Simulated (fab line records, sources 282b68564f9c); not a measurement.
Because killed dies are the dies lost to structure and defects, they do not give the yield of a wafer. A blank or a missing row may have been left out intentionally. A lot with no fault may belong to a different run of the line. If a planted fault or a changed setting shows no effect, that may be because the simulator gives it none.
fab line records ; flow ritCmos
[record] lots = 6; wafers = 18; lastDay = 7
route steps=202 shown CONTACT@172 M1@184
lots with no fault: from the same line, run without faults
startH: start of the lot's first displayed wafer, in hours after the record's first day ; waitH: hours from the lot's prior step to this one ; " same as the row above ; L1.1+2: a single row standing in for several wafers ; - no value present, or no start provided ; * or withheld: withheld ; < > ~ a bound
route shown NAME@n: a module of which the file shows steps, and the number in the route of the first ; usual: mean/standard deviation of fault-free wafers ; same: alike in all rows ; chamber/n: place in a boat ; sites: the reading at each site ; _std_site: their standard deviation ; _edge_site: mean of outer sites minus mean of inner sites ; radiusMm: for every site, how far away it sits from the centre of the wafer ; mask NAME#n: copy n ; behind: the most recent tool/chamber to have shaped the wafer ; hold: why the lot went on hold/how many hours it stayed there/how the hold came to an end ; device: the transistor (n, p or np) that didn't switch ; end of line: the same wafers' tests at the end of the route ; where a step has no rows: the recipe by itself ; killed: count of dies lost to structure and defects at first sort (not the wafer's yield) ; map: the dies of a wafer, with x for killed, . for not killed, _ for no die there
set.NAME: the run value of the setting; set.NAME@STEP: its run value at that earlier step ; model.NAME: the simulator's own value behind a step, which no gauge read
lots at some steps of the route; a table a step, a row a wafer
services: from which hour (startH, from the record's first day; less than 0 if before it) a tool's chamber was out of use, for how many hours, and why
[[steps]]
[step RIT_CONTACT_SOFTBAKE_04]
[recipe] resist = NOVOLAK; tempC = 90; timeS = 60
[step RIT_CONTACT_EXPOSE_05]
[recipe] maskId = M11; na = 0.6; sourceShape = conventional; sigmaOuter = 0.5; targetCdNm = 1000; doseMj = 250
[step RIT_CONTACT_PEB_06]
[recipe] resist = NOVOLAK; tempC = withheld; timeS = withheld
[step RIT_CONTACT_DEVELOP_07]
[recipe] resist = NOVOLAK; developTimeS = 120; devTempC = 24.23
[step RIT_CONTACT_CD_MEAS_08]
[recipe] targetCdNm = 1000
[usual] cdNm = 1000.0/2.6
lot.wafer;tool;chamber;startH;waitH;cdNm
L165.3;cdSem-01;-;57.91;-;1004.2
L165.4;cdSem-01;-;57.91;-;1001.7
L165.5;cdSem-01;-;57.91;-;1001.7
L174.2;cdSem-01;-;108.09;-;999.5
L174.3;cdSem-01;-;108.09;-;1000.0
L174.5;cdSem-01;-;108.09;-;1001.1
L177.1;cdSem-01;-;118.19;-;998.4
L177.2;cdSem-01;-;118.19;-;996.9
L177.6;cdSem-01;-;118.19;-;997.0
L178.2;cdSem-01;-;124.44;-;993.5
L178.4;cdSem-01;-;124.44;-;996.4
L178.6;cdSem-01;-;124.44;-;994.8
L184.3;cdSem-02;-;151.42;-;1006.5
L184.4;cdSem-02;-;151.42;-;1008.4
L184.6;cdSem-02;-;151.42;-;1006.8
L185.2;cdSem-02;-;157.90;-;999.4
L185.3;cdSem-02;-;157.90;-;999.0
L185.5;cdSem-02;-;157.90;-;998.2
[step RIT_CONTACT_OVL_MEAS_09]
[usual] CONTACT_OVL = -1.1/1.9
lot.wafer;tool;chamber;startH;waitH;CONTACT_OVL[nm]
L165.3;overlay-02;-;58.00;0.1;-0.8
L165.4;overlay-02;-;58.00;0.1;-0.6
L165.5;overlay-02;-;58.00;0.1;0.0
L174.2;overlay-01;-;108.20;0.1;0.1
L174.3;overlay-01;-;108.20;0.1;1.8
L174.5;overlay-01;-;108.20;0.1;0.8
L177.1;overlay-01;-;118.31;0.1;-1.8
L177.2;overlay-01;-;118.31;0.1;-1.4
L177.6;overlay-01;-;118.31;0.1;-2.0
L178.2;overlay-02;-;124.54;0.1;0.9
L178.4;overlay-02;-;124.54;0.1;-1.8
L178.6;overlay-02;-;124.54;0.1;0.3
L184.3;overlay-01;-;151.52;0.1;-3.7
L184.4;overlay-01;-;151.52;0.1;-3.5
L184.6;overlay-01;-;151.52;0.1;-3.5
L185.2;overlay-02;-;158.01;0.1;1.2
L185.3;overlay-02;-;158.01;0.1;0.9
L185.5;overlay-02;-;158.01;0.1;1.0
[step RIT_CONTACT_HARDBAKE_10]
[recipe] resist = NOVOLAK; tempC = 140; timeS = 60
[step RIT_CONTACT_ETCH_11]
[recipe] targetDepthA = 4800; overEtchFrac = 0.2; stopOn = TiSi2; chemistry = CHF3/CF4/Ar; target = SiO2; CHF3_flow_sccm = 50; cf4FlowSccm = 10; Ar_flow_sccm = 100; O2_flow_sccm = 5; pressureMtorr = 100; rfW = 200; timeS = 320
[usual] drypumpMotorCurrentA = 5.51/0.3; mfcArSccm = 100.0/0.32; oesProductAu = 0.990/0.013; throttleValvePct = 8.89/0.15
lot.wafer;tool;chamber;startH;waitH;drypumpMotorCurrentA;mfcArSccm;oesProductAu;rfHoursCounterH;throttleValvePct
L165.3;rieDiel-04;1;58.18;0.1;6.01;99.8;0.973;4;8.68
L165.4;rieDiel-04;0;58.18;0.1;5.84;99.4;0.987;149;8.60
L165.5;rieDiel-04;0;58.18;0.1;5.82;99.6;0.981;-;8.59
L174.2;rieDiel-03;3;108.46;0.1;5.35;100.1;1.020;71;8.88
L174.3;rieDiel-03;1;108.46;0.1;5.27;100.3;0.984;139;8.99
L174.5;rieDiel-03;2;108.46;0.1;5.89;99.1;0.984;-;8.80
L177.1;rieDiel-03;1;118.49;0.1;5.25;100.2;0.976;139;8.99
L177.2;rieDiel-03;3;118.49;0.1;5.41;100.0;1.019;71;8.88
L177.6;rieDiel-03;2;118.49;0.1;5.91;100.2;0.989;-;8.81
L178.2;rieDiel-01;2;124.72;0.1;5.44;100.0;0.981;9;9.01
L178.4;rieDiel-01;1;124.72;0.1;5.55;99.7;0.979;104;9.08
L178.6;rieDiel-01;3;124.72;0.1;5.51;100.2;0.997;-;8.84
L184.3;rieDiel-04;3;151.69;0.1;5.36;100.4;1.007;5;8.99
L184.4;rieDiel-04;2;151.69;0.1;5.37;99.8;0.995;45;8.61
L184.6;rieDiel-04;2;151.69;0.1;5.35;100.0;0.987;-;8.60
L185.2;rieDiel-04;1;158.19;0.1;6.04;100.4;0.965;6;8.70
L185.3;rieDiel-04;3;158.19;0.1;5.35;100.1;1.003;5;8.98
L185.5;rieDiel-04;1;158.19;0.1;6.05;100.0;0.962;-;8.68
[step RIT_CONTACT_STRIP_12]
[recipe] chemistry = O2; timeS = 180; resist = NOVOLAK; platenTempC = withheld; powerW = 500; pressureMtorr = 4000; o2FlowSccm = 4000
[usual] drypumpMotorCurrentA = 5.8/0.36
lot.wafer;tool;chamber;startH;waitH;drypumpMotorCurrentA;rfHoursCounterH
L165.3;plasmaAsher-01;0;58.43;0.2;6.2;-
L165.4;plasmaAsher-01;1;58.43;0.2;6.3;-
L165.5;plasmaAsher-01;0;58.43;0.2;6.2;-
L174.2;plasmaAsher-04;0;108.65;0.1;5.5;48
L174.3;plasmaAsher-04;1;108.65;0.1;5.4;-
L174.5;plasmaAsher-04;1;108.65;0.1;5.4;-
L177.1;plasmaAsher-03;0;118.69;0.1;6.1;48
L177.2;plasmaAsher-03;1;118.69;0.1;5.4;48
L177.6;plasmaAsher-03;1;118.69;0.1;5.4;-
L178.2;plasmaAsher-03;1;124.92;0.1;5.4;49
L178.4;plasmaAsher-03;1;124.92;0.1;5.4;-
L178.6;plasmaAsher-03;1;124.92;0.1;5.4;-
L184.3;plasmaAsher-01;0;151.94;0.2;6.2;-
L184.4;plasmaAsher-01;1;151.94;0.2;6.3;-
L184.6;plasmaAsher-01;0;151.94;0.2;6.2;-
L185.2;plasmaAsher-04;0;158.38;0.1;5.5;54
L185.3;plasmaAsher-04;1;158.38;0.1;5.4;-
L185.5;plasmaAsher-04;0;158.38;0.1;5.5;-
[step RIT_CONTACT_CD_MEAS_90]
[recipe] targetCdNm = 1000
[usual] cdNm = 1000.0/2.6
lot.wafer;tool;chamber;startH;waitH;cdNm
L165.3;cdSem-02;-;58.59;0.1;1003.4
L165.4;cdSem-02;-;58.59;0.1;1001.4
L165.5;cdSem-02;-;58.59;0.1;1001.2
L174.2;cdSem-01;-;108.85;0.1;999.5
L174.3;cdSem-01;-;108.85;0.1;999.7
L174.5;cdSem-01;-;108.85;0.1;1001.5
L177.1;cdSem-01;-;118.86;0.1;997.6
L177.2;cdSem-01;-;118.86;0.1;996.0
L177.6;cdSem-01;-;118.86;0.1;997.7
L178.2;cdSem-01;-;125.11;0.1;993.7
L178.4;cdSem-01;-;125.11;0.1;995.9
L178.6;cdSem-01;-;125.11;0.1;994.6
L184.3;cdSem-02;-;152.10;0.1;1006.9
L184.4;cdSem-02;-;152.10;0.1;1006.7
L184.6;cdSem-02;-;152.10;0.1;1005.8
L185.2;cdSem-02;-;158.57;0.1;999.6
L185.3;cdSem-02;-;158.57;0.1;998.7
L185.5;cdSem-02;-;158.57;0.1;998.5
[step RIT_CONTACT_CLEAN_13]
[recipe] chemistry = SC1; mix = 3:3:50; timeS = 600; tempC = 75
[step RIT_CONTACT_CLEAN_14]
[recipe] chemistry = SC2; mix = 3:3:50; timeS = 600; tempC = 75; dry = n2Spin
[step RIT_M1_SPUTTER_00]
[recipe] material = Al; targetThkNm = 400; powerW = 2000; chamberPressurePa = 0.4; gas = Ar; timeS = 500; substrateTempC = 25
[usual] chamberPressurePa = 0.3999/0.00075; throttleValvePct = 30.6/1.2
lot.wafer;tool;chamber;startH;waitH;chamberPressurePa;throttleValvePct;model.Al_of_M1_SPUTTER_00.thkNm
L165.3;pvdSputter-03;-;59.02;0.0;0.4006;30.7;396.5
L165.4;pvdSputter-03;-;59.02;0.0;0.3994;29.8;396.1
L165.5;pvdSputter-03;-;59.02;0.0;0.3983;29.6;397.5
L174.2;pvdSputter-02;-;109.30;0.0;0.4004;32.5;391.5
L174.3;pvdSputter-02;-;109.30;0.0;0.4003;28.0;400.1
L174.5;pvdSputter-02;-;109.30;0.0;0.3999;30.4;397
L177.1;pvdSputter-02;-;119.33;0.0;0.3546;29.7;411.8
L177.2;pvdSputter-02;-;119.33;0.0;0.3548;32.3;411.4
L177.6;pvdSputter-02;-;119.33;0.0;0.3560;32.1;409.1
L178.2;pvdSputter-02;-;125.56;0.0;0.3537;29.7;405
L178.4;pvdSputter-02;-;125.56;0.0;0.3544;34.5;404
L178.6;pvdSputter-02;-;125.56;0.0;0.3550;33.6;417.5
L184.3;pvdSputter-03;-;152.55;0.0;0.4003;31.0;401.4
L184.4;pvdSputter-03;-;152.55;0.0;0.4007;30.0;400.6
L184.6;pvdSputter-03;-;152.55;0.0;0.3993;31.1;396.8
L185.2;pvdSputter-01;-;159.02;0.0;0.3994;31.5;404
L185.3;pvdSputter-01;-;159.02;0.0;0.4004;31.2;410.1
L185.5;pvdSputter-01;-;159.02;0.0;0.4007;31.3;411
[step RIT_M1_RS_MEAS_01]
[recipe] thkMeasGauge = four-point-probe; reads = Al_of_M1_SPUTTER_00
[usual] M1_AL_RS = 0.0732/0.0011
lot.wafer;tool;chamber;startH;waitH;M1_AL_RS[ohm/sq]
L165.3;filmMetro-02;-;59.35;0.2;0.0740
L165.4;filmMetro-02;-;59.35;0.2;0.0742
L165.5;filmMetro-02;-;59.35;0.2;0.0738
L174.2;filmMetro-03;-;109.61;0.2;0.0749
L174.3;filmMetro-03;-;109.61;0.2;0.0732
L174.5;filmMetro-03;-;109.61;0.2;0.0737
L177.1;filmMetro-01;-;119.63;0.1;0.0709
L177.2;filmMetro-01;-;119.63;0.1;0.0708
L177.6;filmMetro-01;-;119.63;0.1;0.0712
L178.2;filmMetro-03;-;125.88;0.2;0.0717
L178.4;filmMetro-03;-;125.88;0.2;0.0719
L178.6;filmMetro-03;-;125.88;0.2;0.0696
L184.3;filmMetro-01;-;152.88;0.2;0.0732
L184.4;filmMetro-01;-;152.88;0.2;0.0734
L184.6;filmMetro-01;-;152.88;0.2;0.0740
L185.2;filmMetro-01;-;159.34;0.2;0.0728
L185.3;filmMetro-01;-;159.34;0.2;0.0716
L185.5;filmMetro-01;-;159.34;0.2;0.0714
[step RIT_M1_THK_MEAS_02]
[recipe] thkMeasGauge = xrf; reads = Al_of_M1_SPUTTER_00
[usual] M1_AL_THK = 408/6.2
lot.wafer;tool;chamber;startH;waitH;M1_AL_THK[nm]
L165.3;filmMetro-02;-;59.45;0.1;403
L165.4;filmMetro-02;-;59.45;0.1;403
L165.5;filmMetro-02;-;59.45;0.1;407
L174.2;filmMetro-03;-;109.72;0.1;396
L174.3;filmMetro-03;-;109.72;0.1;406
L174.5;filmMetro-03;-;109.72;0.1;403
L177.1;filmMetro-01;-;119.75;0.1;418
L177.2;filmMetro-01;-;119.75;0.1;420
L177.6;filmMetro-01;-;119.75;0.1;417
L178.2;filmMetro-03;-;125.99;0.1;411
L178.4;filmMetro-03;-;125.99;0.1;411
L178.6;filmMetro-03;-;125.99;0.1;427
L184.3;filmMetro-01;-;152.98;0.1;412
L184.4;filmMetro-01;-;152.98;0.1;407
L184.6;filmMetro-01;-;152.98;0.1;402
L185.2;filmMetro-01;-;159.45;0.1;413
L185.3;filmMetro-01;-;159.45;0.1;417
L185.5;filmMetro-01;-;159.45;0.1;420
[step RIT_M1_HMDS_03]
[recipe] primeTimeS = 60; primeTempC = 140
[step RIT_M1_COAT_04]
[recipe] resist = NOVOLAK; spinRpm = 2000; resistThkNm = 1300
[step RIT_M1_SOFTBAKE_05]
[recipe] resist = NOVOLAK; tempC = 90; timeS = 60
[step RIT_M1_EXPOSE_06]
[recipe] maskId = M12; na = 0.6; sourceShape = conventional; sigmaOuter = 0.5; targetCdNm = 2600; doseMj = 250
[step RIT_M1_PEB_07]
[recipe] resist = NOVOLAK; tempC = withheld; timeS = withheld
[step RIT_M1_DEVELOP_08]
[recipe] resist = NOVOLAK; developTimeS = 65.5; devTempC = 23
[step RIT_M1_CD_MEAS_09]
[recipe] targetCdNm = 2600
[usual] cdNm = 2600.2/2.2
lot.wafer;tool;chamber;startH;waitH;cdNm
L165.3;cdSem-02;-;60.41;-;2596.5
L165.4;cdSem-02;-;60.41;-;2598.0
L165.5;cdSem-02;-;60.41;-;2597.3
L174.2;cdSem-01;-;110.70;-;2602.3
L174.3;cdSem-01;-;110.70;-;2602.7
L174.5;cdSem-01;-;110.70;-;2602.3
L177.1;cdSem-01;-;121.05;-;2598.2
L177.2;cdSem-01;-;121.05;-;2598.1
L177.6;cdSem-01;-;121.05;-;2598.4
L178.2;cdSem-01;-;127.06;-;2598.3
L178.4;cdSem-01;-;127.06;-;2600.5
L178.6;cdSem-01;-;127.06;-;2599.6
L184.3;cdSem-02;-;153.94;-;2602.8
L184.4;cdSem-02;-;153.94;-;2600.5
L184.6;cdSem-02;-;153.94;-;2601.0
L185.2;cdSem-02;-;160.53;-;2601.9
L185.3;cdSem-02;-;160.53;-;2601.3
L185.5;cdSem-02;-;160.53;-;2601.9
[step RIT_M1_OVL_MEAS_10]
[usual] M1_OVL = 0.2/1.2
lot.wafer;tool;chamber;startH;waitH;M1_OVL[nm]
L165.3;overlay-01;-;60.50;0.1;2.3
L165.4;overlay-01;-;60.50;0.1;-0.3
L165.5;overlay-01;-;60.50;0.1;1.5
L174.2;overlay-01;-;110.81;0.1;-0.1
L174.3;overlay-01;-;110.81;0.1;-0.6
L174.5;overlay-01;-;110.81;0.1;-0.5
L177.1;overlay-02;-;121.17;0.1;1.0
L177.2;overlay-02;-;121.17;0.1;0.1
L177.6;overlay-02;-;121.17;0.1;1.2
L178.2;overlay-02;-;127.17;0.1;-1.6
L178.4;overlay-02;-;127.17;0.1;0.9
L178.6;overlay-02;-;127.17;0.1;-0.3
L184.3;overlay-01;-;154.03;0.1;0.9
L184.4;overlay-01;-;154.03;0.1;-0.7
L184.6;overlay-01;-;154.03;0.1;3.1
L185.2;overlay-01;-;160.63;0.1;-2.1
L185.3;overlay-01;-;160.63;0.1;-0.4
L185.5;overlay-01;-;160.63;0.1;0.4
[step RIT_M1_HARDBAKE_11]
[recipe] resist = NOVOLAK; tempC = 140; timeS = 120
[step RIT_M1_METAL_ETCH_12]
[recipe] stopOn = SiO2; chemistry = Cl2/BCl3; target = Al; timeS = 165; overEtchFrac = 0.5; pressureMtorr = 100; targetDepthA = 6000; rfW = 250; Cl2_flow_sccm = 60; bcl3FlowSccm = 50
[usual] drypumpMotorCurrentA = 5.9/0.36; oesProductAu = 0.767/0.014; throttleValvePct = 8.29/0.073
lot.wafer;tool;chamber;startH;waitH;drypumpMotorCurrentA;oesProductAu;rfHoursCounterH;throttleValvePct;model.etch.depthNm;model.M1.featureDepthNm
L165.3;rieMetal-04;0;60.83;0.2;6.2;0.772;-;8.23;396.5;431.5
L165.4;rieMetal-04;1;60.83;0.2;5.5;0.750;-;8.30;396.1;427.9
L165.5;rieMetal-04;0;60.83;0.2;6.1;0.777;-;8.23;397.5;432.4
L174.2;rieMetal-04;1;111.25;0.2;5.5;0.753;0.9;8.32;391.5;422.6
L174.3;rieMetal-04;1;111.25;0.2;5.5;0.761;-;8.29;400.1;431
L174.5;rieMetal-04;1;111.25;0.2;5.5;0.764;-;8.29;397;428.3
L177.1;rieMetal-04;1;121.45;0.2;5.5;0.775;1.1;8.30;411.8;442.2
L177.2;rieMetal-04;0;121.45;0.2;6.1;0.781;1.5;8.23;411.4;445.4
L177.6;rieMetal-04;1;121.45;0.2;5.5;0.772;-;8.29;409.1;439.7
L178.2;rieMetal-02;0;127.70;0.2;5.2;0.781;3.1;8.37;405;437.5
L178.4;rieMetal-02;0;127.70;0.2;5.2;0.785;-;8.37;404;436.6
L178.6;rieMetal-02;0;127.70;0.2;5.3;0.808;-;8.37;417.5;450.2
L184.3;rieMetal-02;1;154.36;0.2;6.2;0.751;-;8.16;401.4;435.8
L184.4;rieMetal-02;0;154.36;0.2;5.3;0.778;-;8.37;400.6;433.1
L184.6;rieMetal-02;0;154.36;0.2;5.3;0.770;-;8.38;396.8;429.1
L185.2;rieMetal-03;0;160.91;0.2;6.2;0.785;5.6;8.37;404;434.7
L185.3;rieMetal-03;0;160.91;0.2;6.2;0.794;-;8.37;410.1;440.7
L185.5;rieMetal-03;0;160.91;0.2;6.2;0.795;-;8.36;411;441.4
[step RIT_M1_STRIP_13]
[recipe] chemistry = nmp; resist = NOVOLAK; tempC = 80; timeS = 600; dry = n2Spin
[step RIT_M1_PROBE_99]
[usual] killedAtContacts = 0.0/0.22; killedAtFrontEnd = 6.9/2.9; killedDies = 7.0/2.9; killedOpen = 3.5/2; killedShort = 3.5/2
[same] grossDies = 264; killed_at_M0_to_M3 = 0; killed_at_M4_up = 0; killedAtBackSide = 0; killedAtOther = 0
lot.wafer;tool;chamber;startH;waitH;killedAtContacts;killedAtFrontEnd;killedDies;killedOpen;killedShort;model.etest.m1.rsOhmSq
L165.3;prober-01;-;66.70;0.2;0;5;5;1;4;0.073
L165.4;prober-01;-;66.75;0.2;0;4;4;1;3;0.07341
L165.5;prober-01;-;66.80;0.2;0;4;4;3;1;0.07282
L174.2;prober-02;-;113.55;0.1;0;4;4;2;2;0.074
L174.3;prober-02;-;113.60;0.2;0;8;8;3;5;0.0727
L174.5;prober-02;-;113.70;0.2;0;7;7;2;5;0.07251
L177.1;prober-01;-;123.71;0.1;0;12;12;6;6;-
L177.2;prober-01;-;123.76;0.1;0;5;5;3;2;-
L177.6;prober-01;-;123.96;0.2;0;4;4;2;2;-
L178.2;prober-02;-;130.00;0.1;0;4;4;3;1;0.07182
L178.4;prober-02;-;130.10;0.2;0;4;4;1;3;0.07199
L178.6;prober-02;-;130.20;0.2;0;6;6;2;4;0.06973
L184.3;prober-02;-;156.67;0.2;0;3;3;3;0;0.0718
L184.4;prober-02;-;156.72;0.2;0;9;9;6;3;0.07251
L184.6;prober-02;-;156.82;0.2;0;10;10;4;6;0.07325
L185.2;prober-01;-;164.11;0.1;1;12;13;5;8;0.07217
L185.3;prober-01;-;164.16;0.2;0;10;10;4;6;0.0709
L185.5;prober-01;-;164.26;0.2;1;8;9;6;3;0.07043
// killed by level:class
L165.3 GATE:geometricParticle:short=2 FOX1:geometricParticle:short=1 GATE:geometricParticle:open=1 SILICIDE:geometricParticle:short=1
L165.4 GATE:geometricParticle:short=2 REOX:geometricParticle:short=1 REOX:geometricParticle:open=1
L165.5 SPACER:geometricParticle:open=2 GATE:geometricParticle:open=1 REOX:geometricParticle:short=1
L174.2 FOX2:geometricParticle:open=1 GATE:geometricParticle:short=1 SPACER:geometricParticle:short=1 SPACER:geometricParticle:open=1
L174.3 SPACER:geometricParticle:short=3 GATE:geometricParticle:open=2 REOX:geometricParticle:short=2 SILICIDE:geometricParticle:open=1
L174.5 FOX1:geometricParticle:short=1 GATE:geometricParticle:short=1 GATE:geometricParticle:open=1 REOX:geometricParticle:short=1 REOX:geometricParticle:open=1 SPACER:geometricParticle:short=1 SILICIDE:geometricParticle:short=1
L177.1 GATE:geometricParticle:short=4 REOX:geometricParticle:open=3 FOX2:geometricParticle:open=2 GATE:geometricParticle:open=1 REOX:geometricParticle:short=1 SPACER:geometricParticle:short=1
L177.2 GATE:geometricParticle:open=2 FOX1:geometricParticle:open=1 GATE:geometricParticle:short=1 REOX:geometricParticle:short=1
L177.6 REOX:geometricParticle:short=1 SPACER:geometricParticle:open=1 SILICIDE:geometricParticle:short=1 SILICIDE:geometricParticle:open=1
L178.2 SPACER:geometricParticle:open=3 FOX1:geometricParticle:short=1
L178.4 FOX1:geometricParticle:short=2 GATE:geometricParticle:short=1 SPACER:geometricParticle:open=1
L178.6 GATE:geometricParticle:short=2 REOX:geometricParticle:open=2 REOX:geometricParticle:short=1 SILICIDE:geometricParticle:short=1
L184.3 FOX2:geometricParticle:open=1 GATE:geometricParticle:open=1 SILICIDE:geometricParticle:open=1
L184.4 FOX2:geometricParticle:open=3 FOX1:geometricParticle:open=2 FOX1:geometricParticle:short=1 GATE:geometricParticle:short=1 GATE:geometricParticle:open=1 SPACER:geometricParticle:short=1
L184.6 FOX1:geometricParticle:short=3 GATE:geometricParticle:open=2 FOX1:geometricParticle:open=1 FOX2:geometricParticle:short=1 FOX2:geometricParticle:open=1 GATE:geometricParticle:short=1 SILICIDE:geometricParticle:short=1
L185.2 GATE:geometricParticle:open=5 FOX2:geometricParticle:short=2 SILICIDE:geometricParticle:short=2 FOX1:geometricParticle:short=1 GATE:geometricParticle:short=1 SPACER:geometricParticle:short=1 CONTACT:geometricParticle:short=1
L185.3 GATE:geometricParticle:short=3 REOX:geometricParticle:open=2 FOX1:geometricParticle:open=1 FOX1:geometricParticle:short=1 REOX:geometricParticle:short=1 SILICIDE:geometricParticle:short=1 SILICIDE:geometricParticle:open=1
L185.5 REOX:geometricParticle:short=2 ACTIVE:geometricParticle:open=1 FOX1:geometricParticle:short=1 FOX1:geometricParticle:open=1 FOX2:geometricParticle:open=1 GATE:geometricParticle:open=1 REOX:geometricParticle:open=1 CONTACT:geometricParticle:open=1
[[services]]
tool;chamber;startH;hours;kind
pvdSputter-03;-;34.38;0.7;repair
rieDiel-04;3;36.94;7.7;repair
rieMetal-04;1;38.57;8.3;repair
plasmaAsher-04;-;45.41;3.7;repair
pvdSputter-03;-;51.45;4.5;repair
pvdSputter-03;-;62.24;0.7;repair
rieDiel-04;0;80.98;5.6;repair
rieDiel-03;2;82.30;8.4;repair
rieDiel-04;3;87.23;8.6;repair
plasmaAsher-01;-;89.01;4.5;repair
rieDiel-04;-;97.12;0.2;repair
pvdSputter-03;-;97.53;30.8;repair
pvdSputter-03;-;103.34;1.7;repair
rieDiel-01;1;105.21;3.9;repair
plasmaAsher-01;-;108.92;9.0;pm
plasmaAsher-01;0;108.92;9.0;ventCycle
plasmaAsher-01;1;108.92;9.0;ventCycle
plasmaAsher-01;0;117.92;-;clean
plasmaAsher-01;1;117.92;-;clean
plasmaAsher-01;-;121.35;15.5;repair
rieDiel-04;2;131.38;8.2;repair
plasmaAsher-04;-;136.70;1.5;repair
rieDiel-01;-;148.14;1.6;repair
rieDiel-04;0;155.01;-;clean
[[key]]
[firstSign] step = RIT_M1_SPUTTER_00; reading = chamberPressurePa; direction = down; sigmas = 60; usual = 0.3999; struck = 0.3548
[effect] step = RIT_M1_RS_MEAS_01; reading = M1_AL_RS; direction = down; sigmas = 2.1; usual = 0.0732; struck = 0.0710
[effect] step = RIT_M1_THK_MEAS_02; reading = M1_AL_THK; direction = up; sigmas = 1.5; usual = 408; struck = 417
[modelEffect] step = RIT_M1_SPUTTER_00; value = Al_of_M1_SPUTTER_00.thkNm; without = 398.9; struck = 409.8
[modelEffect] step = RIT_M1_METAL_ETCH_12; value = etch.depthNm; without = 398.9; struck = 409.8
[modelEffect] step = RIT_M1_PROBE_99; value = etest.m1.rsOhmSq; without = 0.07312; struck = 0.07118
metAt RIT_M1_SPUTTER_00
struckWafers L177.1,L177.2,L177.6,L178.2,L178.4,L178.6
testerLeftOut L177
onsetBetween 109.30 119.33
[earlierFault] kind = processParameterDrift; tool = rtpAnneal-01; chamber = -; onsetH = 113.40; steps = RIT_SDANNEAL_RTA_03; channel = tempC; offset = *; shape = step; endH = 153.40; actsIn = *; stated = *
[fault] kind = processParameterDrift; tool = pvdSputter-02; chamber = -; onsetH = 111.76; steps = RIT_M1_SPUTTER_00; channel = chamberPressurePa; offset = -0.0447; shape = step; stated = 0.4
// testerLeftOut: of these lots the tester's yield and bins aren't shown, on N5 and GAA mostly nor the transistor test; their killed dies are dies lost to structure and defects alone, not to doping, threshold or leakage, so they don't give the yield
